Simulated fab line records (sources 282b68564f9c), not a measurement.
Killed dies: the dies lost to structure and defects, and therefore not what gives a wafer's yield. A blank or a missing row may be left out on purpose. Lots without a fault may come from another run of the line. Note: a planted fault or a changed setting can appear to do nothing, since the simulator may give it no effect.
Which tool is to blame? + flow rit_cmos + 7 lots with 21 wafers sampled at 2 steps, on a route of 202 steps

== WHAT THE GAUGES SHOWED, per wafer ==
RIT_PWELL_TW_MEAS_10.
| lot  | measured    | on            | PWELL_TW       |
|------|-------------|---------------|----------------|
| L440 | day 2 07:18 | film_metro-01 | 940 938 940    |
| L443 | day 2 19:37 | film_metro-01 | 938 942 944    |
| L445 | day 3 06:16 | film_metro-03 | 966 971 965    |
| L447 | day 3 18:05 | film_metro-03 | 970 967 965    |
| L452 | day 4 15:52 | film_metro-04 | 957 955 957    |
| L459 | day 6 10:19 | film_metro-04 | 1086 1085 1080 |
| L461 | day 6 13:22 | film_metro-01 | 942 933 940    |

== WHAT TOOL EACH LOT RAN ON (gives the tool, then ch and the chambers of the sampled wafers, and finally the start) ==
| lot  | RIT_PWELL_IMPLANT_08           |
|------|--------------------------------|
| L440 | implanter-03 ch 0, day 2 06:59 |
| L443 | implanter-03 ch 0, day 2 19:18 |
| L445 | implanter-04 ch 0, day 3 05:58 |
| L447 | implanter-03 ch 0, day 3 17:46 |
| L452 | implanter-01 ch 0, day 4 15:33 |
| L459 | implanter-04 ch 0, day 6 09:59 |
| L461 | implanter-01 ch 0, day 6 13:03 |
- RIT_PWELL_IMPLANT_08

== THE ANSWER, worked out from the rows above alone ==
Rule: the lots themselves supply what counts as usual. The widest of any qualifying gaps counts: lots, ordered by their means at a reading, are off when they make up no more than a third of the lots, leave a main group of 4 or more, and stand apart from it by 3 or more times the standard deviation of that group's means. A main group is skipped when, at the precision printed for the reading in the tables above, its means are all equal. Also off: a lot with no number at a reading for which 4 or more lots have one. Any other lot the step has rows for is counted as sound.
Off: L459, seen at RIT_PWELL_TW_MEAS_10 (PWELL_TW). Mean 952 and standard deviation 13 in the main group.
A tool fits if, at a process step before that reading, it ran every lot that is off, and no sound lot after the first of them. The gauges at RIT_PWELL_TW_MEAS_10 are tried like those tools. Undecided on this evidence; 2 tools fit (implanter-04 at RIT_PWELL_IMPLANT_08, film_metro-04 at RIT_PWELL_TW_MEAS_10).

== WHAT HAD BEEN PUT IN BY THE SIMULATOR ==
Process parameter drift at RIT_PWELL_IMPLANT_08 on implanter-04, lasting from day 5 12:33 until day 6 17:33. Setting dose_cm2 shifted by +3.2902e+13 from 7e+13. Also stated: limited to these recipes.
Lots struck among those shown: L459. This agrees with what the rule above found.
